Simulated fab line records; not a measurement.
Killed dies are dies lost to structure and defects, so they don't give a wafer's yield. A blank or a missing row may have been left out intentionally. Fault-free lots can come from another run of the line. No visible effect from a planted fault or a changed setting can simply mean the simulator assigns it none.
Split-lot experiment + flow rit_cmos + 23 wafers read from 5 lots, route of 202 steps

SPLIT DETAILS
At RIT_PWELL_IMPLANT_08, the setting energy_kev was moved away from the recipe's 170 on 8 of the 23 wafers read, by -2.2% to +1.6%. For the rest of the wafers, this setting stayed at what the recipe calls for.

Reading taken at the split's own step.

THE READING
The simulator's own value implant.drp_nm, read by no gauge, in nm at RIT_PWELL_IMPLANT_08. The file does not state a usual value for it.

| wafer  | tool, chamber at the split | energy_kev as run | against the recipe | implant.drp_nm, nm | against lot-mates on the recipe |
|--------|----------------------------|-------------------|--------------------|--------------------|---------------------------------|
| L078.1 | implanter-02, 0            | 170               | recipe             | 102.9              | -                               |
| L078.2 | implanter-02, 0            | 170               | recipe             | 102.9              | -                               |
| L078.3 | implanter-02, 0            | 170               | recipe             | 102.9              | -                               |
| L078.5 | implanter-02, 0            | 170               | recipe             | 102.9              | -                               |
| L078.6 | implanter-02, 0            | 170               | recipe             | 102.9              | -                               |
| L080.1 | implanter-02, 0            | 170               | recipe             | 102.9              | -                               |
| L080.5 | implanter-02, 0            | 170               | recipe             | 102.9              | -                               |
| L080.6 | implanter-02, 0            | 170               | recipe             | 102.9              | -                               |
| L081.1 | implanter-03, 0            | 170               | recipe             | 102.9              | -                               |
| L081.4 | implanter-03, 0            | 170               | recipe             | 102.9              | -                               |
| L081.5 | implanter-03, 0            | 170               | recipe             | 102.9              | -                               |
| L081.2 | implanter-03, 0            | 166.2             | -2.2%              | 102.1              | -0.8                            |
| L081.6 | implanter-03, 0            | 166.2             | -2.2%              | 102.1              | -0.8                            |
| L084.1 | implanter-01, 0            | 167               | -1.8%              | 102.3              | -0.6                            |
| L084.3 | implanter-01, 0            | 167               | -1.8%              | 102.3              | -0.6                            |
| L084.4 | implanter-01, 0            | 167               | -1.8%              | 102.3              | -0.6                            |
| L084.2 | implanter-01, 0            | 170               | recipe             | 102.9              | -                               |
| L084.5 | implanter-01, 0            | 170               | recipe             | 102.9              | -                               |
| L085.1 | implanter-02, 0            | 170               | recipe             | 102.9              | -                               |
| L085.5 | implanter-02, 0            | 170               | recipe             | 102.9              | -                               |
| L085.2 | implanter-02, 0            | 172.8             | +1.6%              | 103.4              | +0.5                            |
| L085.4 | implanter-02, 0            | 172.8             | +1.6%              | 103.4              | +0.5                            |
| L085.6 | implanter-02, 0            | 172.8             | +1.6%              | 103.4              | +0.5                            |

THE FIT
A straight line over all 23 wafers: implant.drp_nm changes by +0.333 nm for each +1% of energy_kev; r = +1.00; the points scatter about the line by 0.022 nm.
The same after taking each lot's own level away (the mean of its wafers on the recipe; 23 wafers): +0.333 nm for each +1%; r = +1.00; scatter 0.022 nm.
The reading moves by 0.75 nm for the largest change in energy_kev, on that fit.
The lots' own levels span 102.90 to 102.90 nm.
The two slopes agree, so the slope changes little with the lot-to-lot level.
Check: -0.748 nm against its lot-mates is what the line predicts for one of the wafers moved furthest among these (-2.2%) when that wafer is left out of the fit. Against them it came out at -0.8 nm.

THESE WAFERS: OTHER SPLITS
Before the reading, these wafers also passed through other splits. Each is held against what the fit with the lots' levels taken away leaves over:
| other split on the same wafers   | wafers away from the commonest value | r with implant.drp_nm (lot level and that fit taken away) |
|----------------------------------|--------------------------------------|-----------------------------------------------------------|
| RIT_ACTIVE_COAT_06 resist_thk_nm | 9                                    | +0.06                                                     |
| RIT_FOX2_OXIDATION_00 temp_c     | 18                                   | +0.54                                                     |
| RIT_PWELL_COAT_01 resist_thk_nm  | 6                                    | +0.27                                                     |

THE FILE'S OWN FIT
implant.drp_nm changes by +0.334 nm for each +1% of energy_kev, r = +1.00.
